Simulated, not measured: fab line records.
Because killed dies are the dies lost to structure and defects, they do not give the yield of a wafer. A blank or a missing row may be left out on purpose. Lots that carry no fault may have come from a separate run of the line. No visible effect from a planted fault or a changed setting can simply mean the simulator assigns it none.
Which tool was responsible?    flow berkeley cmos170    Sampling: 14 lots, 42 wafers, 7 of 331 route steps

== WHAT THE GAUGES READ, wafer by wafer ==
UCB170_PWELL_TW_MEAS_17.
lot   measured     on             PWELL_TW
L855  day 2 23:11  film metro-01  375.6 373.8 377.3
L856  day 3 08:08  film metro-03  375.7 377.6 374.6
L858  day 3 19:02  film metro-01  377.4 376.1 373.4
L859  day 3 18:49  film metro-01  377.3 373.6 376.3
L862  day 4 08:12  film metro-02  378.5 376.8 375.3
L864  day 5 08:28  film metro-02  376.1 376.9 378.2
L868  day 6 02:00  film metro-02  375.6 374.0 373.1
L869  day 6 01:58  film metro-03  379.5 379.3 379.7
L871  day 6 07:56  film metro-01  377.2 374.6 374.4
L872  day 6 17:58  film metro-01  376.1 374.9 375.1
L873  day 6 18:16  film metro-03  378.5 377.3 380.5
L874  day 7 07:07  film metro-02  375.3 376.3 374.3
L876  day 7 07:23  film metro-01  378.9 379.8 377.5
L878  day 7 13:59  film metro-02  375.3 378.0 376.2

UCB170_FIELD_THK_MEAS_02.
lot   measured     on             FIELD_OXIDE_THK (nm)
L855  day 4 21:14  film metro-01  558 546 550
L856  day 4 21:13  film metro-03  549 544 537
L858  day 5 11:19  film metro-02  469 475 464
L859  day 5 11:19  film metro-03  470 475 471
L862  day 6 02:44  film metro-01  559 552 556
L864  day 6 22:40  film metro-02  560 558 562
L868  day 7 11:24  film metro-01  558 559 562
L869  day 7 11:24  film metro-03  558 559 571
L871  day 7 21:26  film metro-02  553 554 556
L872  day 8 08:41  film metro-01  548 538 543
L873  day 8 08:42  film metro-02  554 560 558
L874  day 8 17:20  film metro-03  563 559 567
L876  day 9 00:00  film metro-02  556 556 556
L878  day 9 00:00  film metro-01  562 552 547

UCB170_FIELD_THK_MEAS_90.
lot   measured     on             FIELD_OXIDE_LEFT_1_THK (nm)
L855  day 5 05:28  film metro-03  442 431 433
L856  day 5 05:26  film metro-02  436 431 424
L858  day 5 20:54  film metro-01  354 359 350
L859  day 5 20:54  film metro-02  354 361 356
L862  day 6 10:52  film metro-02  445 437 441
L864  day 7 05:08  film metro-01  447 446 449
L868  day 7 16:47  film metro-01  443 444 447
L869  day 7 16:47  film metro-03  443 444 456
L871  day 8 05:06  film metro-02  437 438 440
L872  day 8 16:12  film metro-03  433 422 428
L873  day 8 16:13  film metro-01  440 445 445
L874  day 8 23:57  film metro-01  447 443 451
L876  day 9 07:38  film metro-01  440 440 441
L878  day 9 07:38  film metro-02  445 436 431

UCB170_FIELD_THK_MEAS_91.
lot   measured      on             FIELD_OXIDE_LEFT_2_THK (nm)
L855  day 5 23:22   film metro-01  354 343 345
L856  day 6 00:03   film metro-02  346 342 334
L858  day 6 19:36   film metro-02  266 272 262
L859  day 6 19:58   film metro-02  265 272 268
L862  day 7 00:58   film metro-01  356 348 353
L864  day 7 18:53   film metro-01  360 357 362
L868  day 8 13:29   film metro-03  354 355 358
L869  day 8 12:40   film metro-02  354 355 367
L871  day 8 23:23   film metro-01  349 350 353
L872  day 9 05:11   film metro-01  344 333 339
L873  day 9 05:22   film metro-01  351 357 355
L874  day 9 16:04   film metro-03  359 356 363
L876  day 10 02:11  film metro-02  353 352 352
L878  day 10 02:04  film metro-02  357 348 343

== EACH LOT AND THE TOOL THAT RAN IT (in order: tool; ch and the chambers of the sampled wafers; start) ==
lot   UCB170_NWELL_STRIP_15                UCB170_PWELL_ETCH_14               UCB170_FIELD_OXIDATION_01
L855  plasma asher-02 ch 0,1, day 2 04:49  rie diel-03 ch 0,1, day 2 22:49    furnace-03 ch 0, day 4 18:13
L856  plasma asher-03 ch 0,1, day 2 14:33  rie diel-02 ch 1,3, day 3 07:47    furnace-03 ch 0, day 4 18:13
L858  plasma asher-02 ch 0,1, day 2 23:10  rie diel-04 ch 1,2,3, day 3 18:41  furnace-03 ch 0, day 5 08:19
L859  plasma asher-02 ch 0,1, day 3 00:58  rie diel-02 ch 0,1,2, day 3 18:28  furnace-03 ch 0, day 5 08:19
L862  plasma asher-02 ch 0,1, day 3 15:36  rie diel-04 ch 0,2,3, day 4 07:50  furnace-01 ch 0, day 5 23:43
L864  plasma asher-02 ch 0,1, day 4 12:03  rie diel-02 ch 0,1,3, day 5 08:06  furnace-01 ch 0, day 6 19:40
L868  plasma asher-03 ch 0,1, day 5 07:04  rie diel-04 ch 0,2,3, day 6 01:32  furnace-04 ch 0, day 7 08:24
L869  plasma asher-02 ch 0,1, day 5 07:15  rie diel-03 ch 1,2,3, day 6 01:30  furnace-04 ch 0, day 7 08:24
L871  plasma asher-03 ch 0,1, day 5 14:34  rie diel-04 ch 0,2, day 6 07:34    furnace-04 ch 0, day 7 18:25
L872  plasma asher-03 ch 0,1, day 6 01:43  rie diel-02 ch 1,2, day 6 17:37    furnace-04 ch 0, day 8 05:41
L873  plasma asher-02 ch 0,1, day 6 04:02  rie diel-04 ch 1,2,3, day 6 17:53  furnace-04 ch 0, day 8 05:41
L874  plasma asher-02 ch 0,1, day 6 13:51  rie diel-03 ch 2,3, day 7 06:45    furnace-01 ch 0, day 8 14:19
L876  plasma asher-04 ch 0,1, day 6 15:27  rie diel-04 ch 0,1,3, day 7 07:02  furnace-04 ch 0, day 8 20:58
L878  plasma asher-04 ch 0,1, day 7 00:32  rie diel-03 ch 1,2, day 7 13:38    furnace-04 ch 0, day 8 20:58
- UCB170_NWELL_STRIP_15: strips in O2.
- UCB170_PWELL_ETCH_14: etches Si3N4 in CH3F/Ar/O2, stops on SiO2, target depth 242 nm, time 151 s.
- UCB170_FIELD_OXIDATION_01: target thk 558.3 nm, ox time 7200 s.

== WHAT THE TOOLS THEMSELVES READ (means of the sampled wafers that have a number; where no wafer has one, the mark that the record gives instead) ==
UCB170_NWELL_STRIP_15.
lot   tool             drypump motor current A (A)  o2 flow sccm (sccm)  oes product au (a.u.)  strip time to endpoint s (s)
L855  plasma asher-02  5.4                          400.3                0.725                  18.09
L856  plasma asher-03  5.7                          401.2                0.722                  18.08
L858  plasma asher-02  5.6                          399.6                0.723                  18.03
L859  plasma asher-02  5.4                          400.0                0.724                  18.03
L862  plasma asher-02  5.5                          399.9                0.722                  17.95
L864  plasma asher-02  5.6                          400.0                0.718                  17.94
L868  plasma asher-03  5.6                          399.3                0.720                  18.04
L869  plasma asher-02  5.4                          400.4                0.719                  18.02
L871  plasma asher-03  5.7                          398.8                0.715                  18.07
L872  plasma asher-03  6.0                          400.6                0.723                  17.93
L873  plasma asher-02  5.6                          400.7                0.726                  18.16
L874  plasma asher-02  5.5                          400.2                0.722                  18.16
L876  plasma asher-04  5.7                          400.6                0.721                  18.08
L878  plasma asher-04  5.7                          400.8                0.723                  18.05

UCB170_PWELL_ETCH_14.
lot   tool         drypump motor current A (A)  oes product au (a.u.)  throttle valve pct (%)
L855  rie diel-03  5.3                          0.905                  8.03
L856  rie diel-02  5.7                          0.921                  8.09
L858  rie diel-04  5.8                          0.937                  8.03
L859  rie diel-02  5.7                          0.935                  8.10
L862  rie diel-04  5.7                          0.922                  8.05
L864  rie diel-02  5.6                          0.924                  8.08
L868  rie diel-04  5.7                          0.937                  8.04
L869  rie diel-03  5.8                          0.935                  8.09
L871  rie diel-04  5.7                          0.935                  8.08
L872  rie diel-02  6.0                          0.933                  8.14
L873  rie diel-04  5.8                          0.948                  8.04
L874  rie diel-03  5.9                          0.930                  8.10
L876  rie diel-04  6.0                          0.935                  7.92
L878  rie diel-03  5.5                          0.929                  8.05

UCB170_FIELD_OXIDATION_01.
lot   tool        ox temp c (C)  spike tc load C (C)  spike tc source C (C)  zone power centre pct (%)
L855  furnace-03  999.9          1031.7               1028                   39
L856  furnace-03  1000.4         1031.2               1029                   39
L858  furnace-03  999.6          1030.6               1028                   39
L859  furnace-03  999.8          1031.3               1028                   39
L862  furnace-01  999.9          1029.3               1022                   50
L864  furnace-01  1000.1         1030.7               1021                   51
L868  furnace-04  999.6          1028.7               1032                   55
L869  furnace-04  999.9          1028.0               1032                   55
L871  furnace-04  999.7          1028.3               1032                   56
L872  furnace-04  1000.3         1026.6               1031                   55
L873  furnace-04  999.5          1027.6               1032                   55
L874  furnace-01  1000.0         1029.7               1021                   51
L876  furnace-04  1000.7         1028.1               1032                   55
L878  furnace-04  1000.1         1027.6               1030                   55

== THE ANSWER, worked out from the rows above alone ==
Rule: what is usual is taken from the lots themselves. Put in order of their means at a reading, lots are off if they are a third of the lots or fewer, leave a main group of 4 or more, and stand apart from it by a gap of 3 or more times the standard deviation of the main group's means; of several such gaps the widest counts. A main group is skipped when, at the precision printed for the reading in the tables above, its means are all equal. A lot without any number at a reading at which 4 lots or more have one is off too. Any other lot the step has rows for is counted as sound. Order of review: gauges by route order, followed by the tools' own readings, for which a lot's mean as printed above is used. The first step at which some lot is off is used, and at that step the reading that is off furthest; a lot without a number counts as furthest.
Off: at UCB170_FIELD_THK_MEAS_02 (FIELD_OXIDE_THK), L858, L859. Main group: mean 555 nm, sd 6.3.
If a tool, at a process step before that reading, ran all the lots that are off and no sound lot after the first of them, it fits. Not tried: the gauges at UCB170_FIELD_THK_MEAS_02; whatever is off there is also off at UCB170_FIELD_OXIDATION_01, on other tools, and gauge error can't account for it. One candidate fits, namely furnace-03 at UCB170_FIELD_OXIDATION_01. A fault onset in the window from L855 (day 4 18:13, its last sound lot) to L858 (day 5 08:19, its first lot off) fits.

== WHAT THE SIMULATOR HAD PUT IN ==
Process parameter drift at UCB170_FIELD_OXIDATION_01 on furnace-03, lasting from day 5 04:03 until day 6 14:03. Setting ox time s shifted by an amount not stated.
Lots struck among those shown: L859, L858. The rule above reached the same finding.
